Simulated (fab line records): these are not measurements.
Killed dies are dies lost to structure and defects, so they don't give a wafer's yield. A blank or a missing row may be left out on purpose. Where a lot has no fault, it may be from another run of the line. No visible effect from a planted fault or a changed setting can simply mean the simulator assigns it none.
fab line records -- flow berkeley_cmos170
record lots=5, wafers=23
route steps=331 shown ZERO@7 ACTIVE@70 SACOX@98 NVT@105 PVT@122 PSD@179 BACKSIDE@202 CONTACT@226 M1@250
start_h: hours from the record's opening day to when the first of the lot's shown wafers began -- wait_h: time in hours since the lot's previous step -- " repeats the value in the row above -- L1.1+2: one row covering several wafers at once -- - no value, or no start given -- * or withheld: withheld -- < > ~ a bound
route shown NAME@n: a module of which the file shows steps, and the number in the route of the first -- usual: the fault-free wafers' mean and standard deviation -- same: alike in all rows -- chamber/n: place in a boat -- sites: per-site readings -- _std_site: standard deviation across them -- _edge_site: outer sites' mean less inner sites' -- radius_mm: how far each site lies from the wafer's centre -- mask NAME#n: copy n -- behind: the last tool/chamber to shape the wafer -- hold: cause of the lot's hold/its duration in hours/its outcome -- device: the n, p or np transistor that did not switch -- end of line: tests of these same wafers at the route's end -- a step without rows: its recipe alone -- killed: dies that structure and defects cost at the first sort, which is not the same as the wafer's yield -- map: dies across one wafer; x = killed, . = not, _ = none there
set.NAME: the setting that was run; set.NAME@STEP: the one run at that earlier step -- model.NAME: the simulator's own value behind a step, which no gauge read
lots whose settings were changed on purpose; a table a step, a row a wafer
## steps
# step UCB170_ZERO_COAT_01
# recipe resist=KrF, spin_rpm=1500, resist_thk_nm=900
lot.wafer,tool,chamber,start_h,wait_h,set.spin_rpm,model.KrF_of_ZERO_COAT_01.thk_nm
L074.1+5,litho_track-01,0,16.11,0.1,1500,903.7
L074.2,litho_track-01,0,16.11,0.1,1500,903
L074.4,litho_track-01,0,16.11,0.1,1500,902.6
L074.6,litho_track-01,0,16.11,0.1,1500,903.4
L075.1,litho_track-02,0,22.01,0.1,1500,895.3
L075.2,litho_track-02,0,22.01,0.1,1528,889
L075.4,litho_track-02,0,22.01,0.1,1500,902
L075.5,litho_track-02,0,22.01,0.1,1500,897
L075.6,litho_track-02,0,22.01,0.1,1528,889.5
L076.1,litho_track-01,0,27.61,0.1,1500,899.9
L076.2,litho_track-01,0,27.61,0.1,1500,898.5
L076.3,litho_track-01,0,27.61,0.1,1500,897.7
L076.4,litho_track-01,0,27.61,0.1,1395,933.4
L076.6,litho_track-01,0,27.61,0.1,1395,937.3
L077.2+6,litho_track-03,0,34.52,0.1,1500,900.2
L077.4,litho_track-03,0,34.52,0.1,1500,898.2
L078.2,litho_track-02,0,42.42,0.1,1500,898.5
L078.3,litho_track-02,0,42.42,0.1,1500,898.3
L078.4,litho_track-02,0,42.42,0.1,1469,910.1
L078.5,litho_track-02,0,42.42,0.1,1469,907
L078.6,litho_track-02,0,42.42,0.1,1469,911
# step UCB170_ZERO_DEVELOP_05
# recipe developer=TMAH, develop_time_s=45, resist=KrF, dev_temp_c=21
lot.wafer,tool,chamber,start_h,wait_h,set.develop_time_s
L074.1+4+5,litho_track-02,0,-,-,45
L074.2+6,litho_track-02,0,-,-,41.73
L075.1+5+6,litho_track-03,0,-,-,45
L075.2+4,litho_track-03,0,-,-,47.57
L076.1+2+3+4+6,litho_track-02,0,-,-,45
L077.2+4+6,litho_track-02,0,-,-,45
L078.2+4,litho_track-03,0,-,-,45
L078.3+5+6,litho_track-03,0,-,-,39.43
# step UCB170_ZERO_ETCH_06
# recipe chemistry=CHF3/CF4/Ar, target=SiO2, time_s=12, pressure_mtorr=100, rf_w=500, CHF3_flow_sccm=50, cf4_flow_sccm=10, Ar_flow_sccm=120, over_etch_frac=1.58
# step UCB170_ZERO_STRIP_07
# recipe chemistry=O2, power_w=400, pressure_mtorr=3500, platen_temp_c=withheld, o2_flow_sccm=400, overash_fraction=0.5
# usual strip_time_to_endpoint_s=21.45/0.064
lot.wafer,tool,chamber,start_h,wait_h,set.spin_rpm@ZERO_COAT_01,strip_time_to_endpoint_s
L074.1,plasma_asher-04,0,17.38,0.0,1500,21.56
L074.2,plasma_asher-04,1,17.38,0.0,1500,21.56
L074.4,plasma_asher-04,1,17.38,0.0,1500,21.54
L074.5,plasma_asher-04,1,17.38,0.0,1500,21.58
L074.6,plasma_asher-04,0,17.38,0.0,1500,21.56
L075.1,plasma_asher-01,1,22.86,0.0,1500,21.36
L075.2,plasma_asher-01,0,22.86,0.0,1528,21.24
L075.4,plasma_asher-01,1,22.86,0.0,1500,21.54
L075.5,plasma_asher-01,0,22.86,0.0,1500,21.38
L075.6,plasma_asher-01,1,22.86,0.0,1528,21.24
L076.1,plasma_asher-02,0,28.44,0.0,1500,21.48
L076.2,plasma_asher-02,1,28.44,0.0,1500,21.43
L076.3,plasma_asher-02,1,28.44,0.0,1500,21.41
L076.4,plasma_asher-02,0,28.44,0.0,1395,22.27
L076.6,plasma_asher-02,0,28.44,0.0,1395,22.38
L077.2,plasma_asher-01,1,35.84,0.0,1500,21.48
L077.4,plasma_asher-01,0,35.84,0.0,1500,21.43
L077.6,plasma_asher-01,1,35.84,0.0,1500,21.48
L078.2,plasma_asher-01,0,43.23,0.0,1500,21.46
L078.3,plasma_asher-01,1,43.23,0.0,1500,21.45
L078.4,plasma_asher-01,0,43.23,0.0,1469,21.71
L078.5,plasma_asher-01,0,43.23,0.0,1469,21.65
L078.6,plasma_asher-01,1,43.23,0.0,1469,21.77
# step UCB170_ACTIVE_EXPOSE_10
# recipe mask_id=ACTIVE, target_cd_nm=1200, na=0.5, sigma_outer=0.6, source_shape=conventional, dose_mj=20
lot.wafer,tool,chamber,start_h,wait_h,mask,set.dose_mj
L074.1+5,krf_scanner-01,0,72.93,0.5,ACTIVE#0,21.49
L074.2+4+6,krf_scanner-01,0,72.93,0.5,ACTIVE#0,20
L075.1+2+5,krf_scanner-01,0,78.26,0.5,ACTIVE#0,18.89
L075.4+6,krf_scanner-01,0,78.26,0.5,ACTIVE#0,20
L076.1+6,krf_scanner-01,0,91.99,0.1,ACTIVE#0,21.08
L076.2+3+4,krf_scanner-01,0,91.99,0.1,ACTIVE#0,20
L077.2+4+6,krf_scanner-02,0,92.29,0.2,ACTIVE#0,20
L078.2+4+5,krf_scanner-02,0,103.98,0.2,ACTIVE#0,20
L078.3+6,krf_scanner-02,0,103.98,0.2,ACTIVE#0,21.04
# step UCB170_ACTIVE_PEB_11
# recipe peb_temp_c=130, peb_time_s=withheld, resist=KrF
# step UCB170_ACTIVE_DEVELOP_12
# recipe developer=TMAH, develop_time_s=45, resist=KrF, dev_temp_c=21
# step UCB170_ACTIVE_CD_MEAS_13
# recipe target_cd_nm=1200
# usual cd_nm=1199.4/1.7
lot.wafer,tool,chamber,start_h,wait_h,set.dose_mj@ACTIVE_EXPOSE_10,cd_nm
L074.1,cd_sem-01,-,73.61,-,21.49,1187.6
L074.2,cd_sem-01,-,73.61,-,20,1199.8
L074.4,cd_sem-01,-,73.61,-,20,1199.0
L074.5,cd_sem-01,-,73.61,-,21.49,1186.4
L074.6,cd_sem-01,-,73.61,-,20,1200.2
L075.1,cd_sem-01,-,78.69,-,18.89,1211.0
L075.2,cd_sem-01,-,78.69,-,18.89,1208.4
L075.4,cd_sem-01,-,78.69,-,20,1198.8
L075.5,cd_sem-01,-,78.69,-,18.89,1208.2
L075.6,cd_sem-01,-,78.69,-,20,1200.3
L076.1,cd_sem-02,-,92.38,-,21.08,1188.3
L076.2,cd_sem-02,-,92.38,-,20,1198.0
L076.3,cd_sem-02,-,92.38,-,20,1197.8
L076.4,cd_sem-02,-,92.38,-,20,1198.6
L076.6,cd_sem-02,-,92.38,-,21.08,1188.8
L077.2,cd_sem-01,-,92.68,-,20,1200.7
L077.4,cd_sem-01,-,92.68,-,20,1199.0
L077.6,cd_sem-01,-,92.68,-,20,1199.8
L078.2,cd_sem-02,-,104.59,-,20,1200.7
L078.3,cd_sem-02,-,104.59,-,21.04,1192.5
L078.4,cd_sem-02,-,104.59,-,20,1200.6
L078.5,cd_sem-02,-,104.59,-,20,1202.4
L078.6,cd_sem-02,-,104.59,-,21.04,1191.2
# step UCB170_ACTIVE_ETCH_15
# recipe chemistry=CH3F/Ar/O2, target=Si3N4, stop_on=SiO2, CH3F_flow_sccm=20, Ar_flow_sccm=50, O2_flow_sccm=7, pressure_mtorr=50, rf_w=450, target_depth_a=2420, over_etch_frac=0.1, time_s=151
lot.wafer,tool,chamber,start_h,wait_h,set.dose_mj@ACTIVE_EXPOSE_10,model.ACTIVE.cd_nm
L074.1,rie_diel-03,1,73.76,0.0,21.49,1188
L074.2,rie_diel-03,3,73.76,0.0,20,1200
L074.4,rie_diel-03,2,73.76,0.0,20,1199
L074.5,rie_diel-03,1,73.76,0.0,21.49,1187
L074.6,rie_diel-03,2,73.76,0.0,20,-
L075.1,rie_diel-02,0,78.84,0.0,18.89,1210
L075.2,rie_diel-02,3,78.84,0.0,18.89,1209
L075.4,rie_diel-02,2,78.84,0.0,20,1199
L075.5,rie_diel-02,1,78.84,0.0,18.89,1208
L075.6,rie_diel-02,0,78.84,0.0,20,1200
L076.1+6,rie_diel-03,"1,0",92.54,0.0,21.08,1189
L076.2,rie_diel-03,2,92.54,0.0,20,-
L076.3,rie_diel-03,3,92.54,0.0,20,1198
L076.4,rie_diel-03,0,92.54,0.0,20,1199
L077.2,rie_diel-02,2,92.82,0.0,20,1200
L077.4+6,rie_diel-02,"3,2",92.82,0.0,20,1199
L078.2,rie_diel-03,3,104.73,0.0,20,1201
L078.3,rie_diel-03,0,104.73,0.0,21.04,1192
L078.4,rie_diel-03,2,104.73,0.0,20,1200
L078.5,rie_diel-03,2,104.73,0.0,20,1203
L078.6,rie_diel-03,1,104.73,0.0,21.04,1191
# step UCB170_ACTIVE_STRIP_16
# recipe chemistry=O2, power_w=400, pressure_mtorr=3500, platen_temp_c=withheld, o2_flow_sccm=400, overash_fraction=0.5
# step UCB170_ACTIVE_CD_MEAS_90
# recipe target_cd_nm=1200
# usual cd_nm=1199.4/1.7
lot.wafer,tool,chamber,start_h,wait_h,set.dose_mj@ACTIVE_EXPOSE_10,cd_nm
L074.1,cd_sem-01,-,73.97,0.1,21.49,1188.3
L074.2,cd_sem-01,-,73.97,0.1,20,1199.5
L074.4,cd_sem-01,-,73.97,0.1,20,1199.0
L074.5,cd_sem-01,-,73.97,0.1,21.49,1186.8
L074.6,cd_sem-01,-,73.97,0.1,20,1200.1
L075.1,cd_sem-01,-,79.04,0.1,18.89,1210.2
L075.2,cd_sem-01,-,79.04,0.1,18.89,1208.7
L075.4,cd_sem-01,-,79.04,0.1,20,1198.7
L075.5,cd_sem-01,-,79.04,0.1,18.89,1208.2
L075.6,cd_sem-01,-,79.04,0.1,20,1200.1
L076.1,cd_sem-02,-,92.74,0.1,21.08,1188.7
L076.2,cd_sem-02,-,92.74,0.1,20,1198.3
L076.3,cd_sem-02,-,92.74,0.1,20,1197.8
L076.4,cd_sem-02,-,92.74,0.1,20,1198.6
L076.6,cd_sem-02,-,92.74,0.1,21.08,1188.8
L077.2,cd_sem-01,-,93.04,0.1,20,1200.4
L077.4,cd_sem-01,-,93.04,0.1,20,1198.8
L077.6,cd_sem-01,-,93.04,0.1,20,1199.3
L078.2,cd_sem-02,-,104.99,0.1,20,1200.6
L078.3,cd_sem-02,-,104.99,0.1,21.04,1192.3
L078.4,cd_sem-02,-,104.99,0.1,20,1200.3
L078.5,cd_sem-02,-,104.99,0.1,20,1202.7
L078.6,cd_sem-02,-,104.99,0.1,21.04,1191.3
# step UCB170_SACOX_OXIDATION_01
# recipe temp_c=900, ambient=O2, target_thk_a=144, ox_time_s=2400
lot.wafer,tool,chamber,start_h,wait_h,set.temp_c,model.SiO2_of_SACOX_OXIDATION_01.thk_nm
L074.1,-,-,-,0.2,926.7,18.1
L074.2,-,-,-,0.2,926.7,18.26
L074.4,-,-,-,0.2,926.7,18.44
L074.5,-,-,-,0.2,926.7,18.33
L074.6,-,-,-,0.2,926.7,18.12
L075.1,-,-,-,1.0,888.7,12.91
L075.2,-,-,-,1.0,888.7,12.97
L075.4,-,-,-,1.0,888.7,13
L075.5,-,-,-,1.0,888.7,12.81
L075.6,-,-,-,1.0,888.7,12.79
L076.1+4,-,-,-,1.5,900,14.51
L076.2,-,-,-,1.5,900,14.35
L076.3,-,-,-,1.5,900,14.38
L076.6,-,-,-,1.5,900,14.27
L077.2,furnace-02,0,109.27,1.5,900,14.11
L077.4,furnace-02,0,109.27,1.5,900,14.54
L077.6,furnace-02,0,109.27,1.5,900,14.41
L078.2,-,-,-,2.0,914.4,16.68
L078.3,-,-,-,2.0,914.4,16.48
L078.4,-,-,-,2.0,914.4,16.5
L078.5,-,-,-,2.0,914.4,16.45
L078.6,-,-,-,2.0,914.4,16.72
# step UCB170_SACOX_THK_MEAS_02
# recipe reads=SiO2_of_SACOX_OXIDATION_01
# usual SACOX_OXIDE_THK=14.22/0.24
lot.wafer,tool,chamber,start_h,wait_h,set.temp_c@SACOX_OXIDATION_01,SACOX_OXIDE_THK[nm]
L074.1,film_metro-03,-,-,-,926.7,18.11
L074.2,film_metro-03,-,-,-,926.7,18.23
L074.4,film_metro-03,-,-,-,926.7,18.47
L074.5,film_metro-03,-,-,-,926.7,18.29
L074.6,film_metro-03,-,-,-,926.7,18.14
L075.1,film_metro-01,-,-,-,888.7,12.91
L075.2,film_metro-01,-,-,-,888.7,13.00
L075.4,film_metro-01,-,-,-,888.7,13.01
L075.5,film_metro-01,-,-,-,888.7,12.84
L075.6,film_metro-01,-,-,-,888.7,12.81
L076.1,film_metro-03,-,-,-,900,14.48
L076.2,film_metro-03,-,-,-,900,14.39
L076.3,film_metro-03,-,-,-,900,14.41
L076.4,film_metro-03,-,-,-,900,14.46
L076.6,film_metro-03,-,-,-,900,14.24
L077.2,film_metro-01,-,110.95,0.0,900,14.12
L077.4,film_metro-01,-,110.95,0.0,900,14.55
L077.6,film_metro-01,-,110.95,0.0,900,14.43
L078.2,film_metro-04,-,-,-,914.4,16.68
L078.3,film_metro-04,-,-,-,914.4,16.43
L078.4,film_metro-04,-,-,-,914.4,16.49
L078.5,film_metro-04,-,-,-,914.4,16.42
L078.6,film_metro-04,-,-,-,914.4,16.77
# step UCB170_NVT_COAT_01
# recipe resist=KrF, spin_rpm=1500, resist_thk_nm=900
lot.wafer,tool,chamber,start_h,wait_h,set.resist_thk_nm,model.KrF_of_NVT_COAT_01.thk_nm
L074.1,litho_track-02,0,101.35,0.1,900,900.9
L074.2,litho_track-02,0,101.35,0.1,940.8,941.9
L074.4,litho_track-02,0,101.35,0.1,900,902.8
L074.5,litho_track-02,0,101.35,0.1,900,900.3
L074.6,litho_track-02,0,101.35,0.1,940.8,942.3
L075.1,litho_track-02,0,106.60,0.1,900,899.6
L075.2,litho_track-02,0,106.60,0.1,923.5,923.4
L075.4,litho_track-02,0,106.60,0.1,900,898.8
L075.5,litho_track-02,0,106.60,0.1,900,899.3
L075.6,litho_track-02,0,106.60,0.1,923.5,921.4
L077.2,litho_track-04,0,115.58,0.1,900,900.2
L077.4,litho_track-04,0,115.58,0.1,900,902.5
L077.6,litho_track-04,0,115.58,0.1,900,901.5
L076.1,litho_track-02,0,115.68,0.1,900,898.4
L076.2,litho_track-02,0,115.68,0.1,900,902.4
L076.3,litho_track-02,0,115.68,0.1,900,902.9
L076.4,litho_track-02,0,115.68,0.1,900,900.8
L076.6,litho_track-02,0,115.68,0.1,900,902.2
L078.2,litho_track-01,0,130.61,0.1,882.6,885.1
L078.3,litho_track-01,0,130.61,0.1,882.6,881.8
L078.4,litho_track-01,0,130.61,0.1,900,902.1
L078.5,litho_track-01,0,130.61,0.1,900,900.4
L078.6,litho_track-01,0,130.61,0.1,900,899.7
# step UCB170_NVT_IMPLANT_07
# recipe species=BF2, dose_cm2=3e+12, energy_kev=50, tilt_deg=7
lot.wafer,tool,chamber,start_h,wait_h,set.tilt_deg
L074.1+2+4+5+6,implanter-03,0,102.08,0.0,7
L075.1+4+6,implanter-03,0,107.89,0.0,7
L075.2+5,implanter-03,0,107.89,0.0,6.061
L077.2+4+6,implanter-01,0,116.68,0.0,7
L076.1+4,implanter-03,0,116.73,0.0,7
L076.2+3+6,implanter-03,0,116.73,0.0,7.816
L078.2+3+4,implanter-01,0,131.75,0.0,6.44
L078.5+6,implanter-01,0,131.75,0.0,7
# step UCB170_NVT_STRIP_08
# recipe chemistry=O2, power_w=400, pressure_mtorr=3500, platen_temp_c=withheld, o2_flow_sccm=400, overash_fraction=0.5
# usual strip_time_to_endpoint_s=21.63/0.075
lot.wafer,tool,chamber,start_h,wait_h,set.resist_thk_nm@NVT_COAT_01,strip_time_to_endpoint_s
L074.1,plasma_asher-04,0,102.23,0.1,900,21.63
L074.2,plasma_asher-04,1,102.23,0.1,940.8,22.63
L074.4,plasma_asher-04,0,102.23,0.1,900,21.69
L074.5,plasma_asher-04,1,102.23,0.1,900,21.64
L074.6,plasma_asher-04,0,102.23,0.1,940.8,22.63
L075.1,plasma_asher-03,1,108.04,0.1,900,21.61
L075.2,plasma_asher-03,0,108.04,0.1,923.5,22.20
L075.4,plasma_asher-03,0,108.04,0.1,900,21.59
L075.5,plasma_asher-03,1,108.04,0.1,900,21.62
L075.6,plasma_asher-03,0,108.04,0.1,923.5,22.14
L077.2,plasma_asher-01,1,116.80,0.1,900,21.63
L077.4,plasma_asher-01,1,116.80,0.1,900,21.68
L077.6,plasma_asher-01,1,116.80,0.1,900,21.68
L076.1,plasma_asher-04,1,116.88,0.1,900,21.59
L076.2,plasma_asher-04,0,116.88,0.1,900,21.68
L076.3,plasma_asher-04,0,116.88,0.1,900,21.71
L076.4,plasma_asher-04,1,116.88,0.1,900,21.64
L076.6,plasma_asher-04,1,116.88,0.1,900,21.68
L078.2,plasma_asher-01,1,131.87,0.1,882.6,21.25
L078.3,plasma_asher-01,0,131.87,0.1,882.6,21.20
L078.4,plasma_asher-01,1,131.87,0.1,900,21.68
L078.5,plasma_asher-01,0,131.87,0.1,900,21.64
L078.6,plasma_asher-01,1,131.87,0.1,900,21.62
# step UCB170_PVT_IMPLANT_07
# recipe species=P, dose_cm2=2e+12, energy_kev=30, tilt_deg=7
lot.wafer,tool,chamber,start_h,wait_h,set.dose_cm2
L074.1+2,implanter-04,0,103.95,0.0,1.904e+12
L074.4+5+6,implanter-04,0,103.95,0.0,2e+12
L075.1+5,implanter-04,0,112.72,0.0,2.114e+12
L075.2+4+6,implanter-04,0,112.72,0.0,2e+12
L077.2+4+6,implanter-01,0,121.56,0.0,2e+12
L076.1+3,implanter-04,0,121.81,0.0,2e+12
L076.2+4+6,implanter-04,0,121.81,0.0,1.933e+12
L078.2+5+6,implanter-04,0,133.31,0.0,2e+12
L078.3+4,implanter-04,0,133.31,0.0,1.91e+12
# step UCB170_PVT_STRIP_08
# recipe chemistry=O2, power_w=400, pressure_mtorr=3500, platen_temp_c=withheld, o2_flow_sccm=400, overash_fraction=0.5
# step UCB170_PVT_TW_MEAS_09
# usual PVT_TW=510/3.6
lot.wafer,tool,chamber,start_h,wait_h,set.dose_cm2@PVT_IMPLANT_07,PVT_TW
L074.1,film_metro-03,-,104.20,0.1,1.904e+12,506
L074.2,film_metro-03,-,104.20,0.1,1.904e+12,508
L074.4,film_metro-03,-,104.20,0.1,2e+12,520
L074.5,film_metro-03,-,104.20,0.1,2e+12,513
L074.6,film_metro-03,-,104.20,0.1,2e+12,516
L075.1,film_metro-02,-,113.02,0.1,2.114e+12,514
L075.2,film_metro-02,-,113.02,0.1,2e+12,506
L075.4,film_metro-02,-,113.02,0.1,2e+12,506
L075.5,film_metro-02,-,113.02,0.1,2.114e+12,515
L075.6,film_metro-02,-,113.02,0.1,2e+12,506
L077.2,film_metro-03,-,121.79,0.1,2e+12,512
L077.4,film_metro-03,-,121.79,0.1,2e+12,512
L077.6,film_metro-03,-,121.79,0.1,2e+12,515
L076.1,film_metro-01,-,122.06,0.1,2e+12,510
L076.2,film_metro-01,-,122.06,0.1,1.933e+12,504
L076.3,film_metro-01,-,122.06,0.1,2e+12,508
L076.4,film_metro-01,-,122.06,0.1,1.933e+12,503
L076.6,film_metro-01,-,122.06,0.1,1.933e+12,504
L078.2,film_metro-01,-,133.55,0.1,2e+12,511
L078.3,film_metro-01,-,133.55,0.1,1.91e+12,503
L078.4,film_metro-01,-,133.55,0.1,1.91e+12,503
L078.5,film_metro-01,-,133.55,0.1,2e+12,509
L078.6,film_metro-01,-,133.55,0.1,2e+12,509
# step UCB170_PSD_PEB_04
# recipe peb_temp_c=130, peb_time_s=withheld, resist=KrF
lot.wafer,tool,chamber,start_h,wait_h,set.peb_temp_c
L074.1+2+6,litho_track-03,0,124.61,0.2,130
L074.4+5,litho_track-03,0,124.61,0.2,128.8
L075.1+4+6,litho_track-04,0,130.05,0.1,131
L075.2+5,litho_track-04,0,130.05,0.1,130
L077.2+4+6,litho_track-01,0,141.13,0.2,130
L076.1+3+4,litho_track-01,0,141.38,0.2,130
L076.2+6,litho_track-01,0,141.38,0.2,129
L078.2+4,litho_track-03,0,155.52,0.4,127.5
L078.3+5+6,litho_track-03,0,155.52,0.4,130
# step UCB170_PSD_DEVELOP_05
# recipe developer=TMAH, develop_time_s=45, resist=KrF, dev_temp_c=21
# step UCB170_PSD_CD_MEAS_06
# recipe target_cd_nm=1200
# usual cd_nm=1201.1/1.4
lot.wafer,tool,chamber,start_h,wait_h,set.peb_temp_c@PSD_PEB_04,cd_nm
L074.1,cd_sem-01,-,124.88,-,130,1199.6
L074.2,cd_sem-01,-,124.88,-,130,1199.6
L074.4,cd_sem-01,-,124.88,-,128.8,1191.6
L074.5,cd_sem-01,-,124.88,-,128.8,1192.0
L074.6,cd_sem-01,-,124.88,-,130,1199.5
L075.1,cd_sem-02,-,130.32,-,131,1208.3
L075.2,cd_sem-02,-,130.32,-,130,1201.1
L075.4,cd_sem-02,-,130.32,-,131,1208.0
L075.5,cd_sem-02,-,130.32,-,130,1202.3
L075.6,cd_sem-02,-,130.32,-,131,1208.0
L077.2,cd_sem-01,-,141.40,-,130,1201.1
L077.4,cd_sem-01,-,141.40,-,130,1200.7
L077.6,cd_sem-01,-,141.40,-,130,1200.4
L076.1,cd_sem-02,-,141.66,-,130,1202.7
L076.2,cd_sem-02,-,141.66,-,129,1196.3
L076.3,cd_sem-02,-,141.66,-,130,1201.0
L076.4,cd_sem-02,-,141.66,-,130,1201.8
L076.6,cd_sem-02,-,141.66,-,129,1197.9
L078.2,cd_sem-02,-,155.79,-,127.5,1183.9
L078.3,cd_sem-02,-,155.79,-,130,1203.4
L078.4,cd_sem-02,-,155.79,-,127.5,1184.0
L078.5,cd_sem-02,-,155.79,-,130,1203.2
L078.6,cd_sem-02,-,155.79,-,130,1202.6
# step UCB170_BACKSIDE_STRIP_03
# recipe chemistry=O2, power_w=400, pressure_mtorr=3500, platen_temp_c=withheld, o2_flow_sccm=400, overash_fraction=0.5
# usual oes_product_au=0.735/0.0048, strip_time_to_endpoint_s=21.93/0.053
lot.wafer,tool,chamber,start_h,wait_h,set.power_w,oes_product_au,strip_time_to_endpoint_s
L074.1,plasma_asher-02,0,127.87,0.1,400,0.736,22.07
L074.2,plasma_asher-02,1,127.87,0.1,400,0.730,21.96
L074.4,plasma_asher-02,1,127.87,0.1,400,0.735,21.95
L074.5,plasma_asher-02,0,127.87,0.1,400,0.735,21.95
L074.6,plasma_asher-02,1,127.87,0.1,400,0.737,21.95
L075.1,plasma_asher-02,0,133.87,0.1,360.1,0.695,23.63
L075.2,plasma_asher-02,1,133.87,0.1,400,0.743,21.88
L075.4,plasma_asher-02,0,133.87,0.1,400,0.740,21.89
L075.5,plasma_asher-02,1,133.87,0.1,400,0.732,21.88
L075.6,plasma_asher-02,0,133.87,0.1,360.1,0.696,23.66
L077.2,plasma_asher-02,0,146.52,0.1,400,0.736,21.93
L077.4,plasma_asher-02,0,146.52,0.1,400,0.741,21.90
L077.6,plasma_asher-02,1,146.52,0.1,400,0.742,21.93
L076.1,plasma_asher-01,1,146.62,0.1,400,0.731,21.93
L076.2,plasma_asher-01,0,146.62,0.1,400,0.734,21.99
L076.3,plasma_asher-01,1,146.62,0.1,383.8,0.718,22.64
L076.4,plasma_asher-01,0,146.62,0.1,383.8,0.726,22.67
L076.6,plasma_asher-01,0,146.62,0.1,400,0.731,21.97
L078.2,plasma_asher-02,1,158.60,0.1,400,0.728,22.07
L078.3,plasma_asher-02,1,158.60,0.1,400,0.741,21.94
L078.4,plasma_asher-02,0,158.60,0.1,400,0.733,22.01
L078.5,plasma_asher-02,1,158.60,0.1,400,0.734,22.03
L078.6,plasma_asher-02,0,158.60,0.1,400,0.743,22.04
# step UCB170_CONTACT_COAT_10
# recipe resist=KrF, spin_rpm=1500, resist_thk_nm=900
lot.wafer,tool,chamber,start_h,wait_h,set.resist_thk_nm,model.KrF_of_CONTACT_COAT_10.thk_nm
L074.1,litho_track-02,0,-,-,900,900.1
L074.2,litho_track-02,0,-,-,900,901.7
L074.4,litho_track-02,0,-,-,900,898.2
L074.5,litho_track-02,0,-,-,900,900.3
L074.6,litho_track-02,0,-,-,900,896.6
L075.1,litho_track-04,0,-,-,900,903
L075.2+6,litho_track-04,0,-,-,900,904.2
L075.4,litho_track-04,0,-,-,900,907
L075.5,litho_track-04,0,-,-,900,903.1
L076.1,litho_track-02,0,-,-,900,895.8
L076.2,litho_track-02,0,-,-,880.7,879.2
L076.3,litho_track-02,0,-,-,900,894.7
L076.4,litho_track-02,0,-,-,880.7,878.9
L076.6,litho_track-02,0,-,-,900,894.2
L077.2,litho_track-01,0,-,-,900,899.5
L077.4,litho_track-01,0,-,-,900,897.6
L077.6,litho_track-01,0,-,-,900,898.5
L078.2,litho_track-01,0,-,-,878.4,875.2
L078.3,litho_track-01,0,-,-,900,900.6
L078.4,litho_track-01,0,-,-,900,897.2
L078.5,litho_track-01,0,-,-,900,896.4
L078.6,litho_track-01,0,-,-,878.4,874
# step UCB170_M1_METAL_ETCH_12
# recipe chemistry=Cl2/BCl3, target=Al, stop_on=PSG, pressure_mtorr=12, target_depth_a=7800, over_etch_frac=0.3, time_s=130, icp_w=600, bias_w=120, Cl2_flow_sccm=90, bcl3_flow_sccm=45
lot.wafer,tool,chamber,start_h,wait_h,set.time_s,model.KrF_of_M1_COAT_04.thk_nm
L074.1,rie_metal-04,0,135.93,-,145.4,407.1
L074.2,rie_metal-04,0,135.93,-,130,454.9
L074.4,rie_metal-04,0,135.93,-,145.4,399.9
L074.5,rie_metal-04,0,135.93,-,145.4,401.2
L074.6,rie_metal-04,0,135.93,-,130,458.3
L075.1,rie_metal-04,1,141.24,-,130,445.2
L075.2,rie_metal-04,1,141.24,-,130,445.6
L075.4,rie_metal-04,1,141.24,-,130,445.8
L075.5,rie_metal-04,1,141.24,-,130,442
L075.6,rie_metal-04,1,141.24,-,130,444.3
L076.1,rie_metal-02,0,158.16,-,130,420.7
L076.2,rie_metal-02,0,158.16,-,121.6,447.1
L076.3,rie_metal-02,0,158.16,-,121.6,451.6
L076.4,rie_metal-02,0,158.16,-,130,416.8
L076.6,rie_metal-02,0,158.16,-,121.6,453
L077.2,rie_metal-04,0,158.50,-,130,439.6
L077.4,rie_metal-04,1,158.50,-,130,440.4
L077.6,rie_metal-04,0,158.50,-,130,437.5
L078.2,rie_metal-02,0,166.26,-,130,425.8
L078.3,rie_metal-02,0,166.26,-,120.2,454.5
L078.4,rie_metal-02,1,166.26,-,130,444.5
L078.5,rie_metal-02,0,166.26,-,130,419.6
L078.6,rie_metal-02,1,166.26,-,120.2,480.5
## key
split step=UCB170_ZERO_COAT_01, setting=spin_rpm, stated=1500, by=wafer
response step=UCB170_ZERO_COAT_01, reading=model.KrF_of_ZERO_COAT_01.thk_nm, change=-5.21, per=1%, r=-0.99
response step=UCB170_ZERO_STRIP_07, reading=strip_time_to_endpoint_s, change=*, per=1%, r=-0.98
split step=UCB170_ZERO_DEVELOP_05, setting=develop_time_s, stated=45, by=wafer
response none clear
split step=UCB170_ACTIVE_EXPOSE_10, setting=dose_mj, stated=20, by=wafer
response step=UCB170_ACTIVE_CD_MEAS_13, reading=cd_nm, change=-1.74, per=1%, r=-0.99
response step=UCB170_ACTIVE_ETCH_15, reading=model.ACTIVE.cd_nm, change=-1.73, per=1%, r=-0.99
response step=UCB170_ACTIVE_CD_MEAS_90, reading=cd_nm, change=-1.7, per=1%, r=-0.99
split step=UCB170_SACOX_OXIDATION_01, setting=temp_c, stated=900, by=lot
response step=UCB170_SACOX_OXIDATION_01, reading=model.SiO2_of_SACOX_OXIDATION_01.thk_nm, change=+1.28, per=1%, r=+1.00
response step=UCB170_SACOX_THK_MEAS_02, reading=SACOX_OXIDE_THK, change=+1.28, per=1%, r=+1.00
split step=UCB170_NVT_COAT_01, setting=resist_thk_nm, stated=900, by=wafer
response step=UCB170_NVT_COAT_01, reading=model.KrF_of_NVT_COAT_01.thk_nm, change=+8.95, per=1%, r=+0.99
response step=UCB170_NVT_STRIP_08, reading=strip_time_to_endpoint_s, change=*, per=1%, r=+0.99
split step=UCB170_NVT_IMPLANT_07, setting=tilt_deg, stated=7, by=wafer
response none clear
split step=UCB170_PVT_IMPLANT_07, setting=dose_cm2, stated=2e+12, by=wafer
response step=UCB170_PVT_TW_MEAS_09, reading=PVT_TW, change=+1.62, per=1%, r=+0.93
split step=UCB170_PSD_PEB_04, setting=peb_temp_c, stated=130, by=wafer
response step=UCB170_PSD_CD_MEAS_06, reading=cd_nm, change=+9.15, per=1%, r=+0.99
split step=UCB170_BACKSIDE_STRIP_03, setting=power_w, stated=400, by=wafer
response step=UCB170_BACKSIDE_STRIP_03, reading=oes_product_au, change=+0.00402, per=1%, r=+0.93
response step=UCB170_BACKSIDE_STRIP_03, reading=strip_time_to_endpoint_s, change=*, per=1%, r=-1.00
split step=UCB170_CONTACT_COAT_10, setting=resist_thk_nm, stated=900, by=wafer
response step=UCB170_CONTACT_COAT_10, reading=model.KrF_of_CONTACT_COAT_10.thk_nm, change=+8.7, per=1%, r=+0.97
split step=UCB170_M1_METAL_ETCH_12, setting=time_s, stated=130, by=wafer
response step=UCB170_M1_METAL_ETCH_12, reading=model.KrF_of_M1_COAT_04.thk_nm, change=-4.72, per=1%, r=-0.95
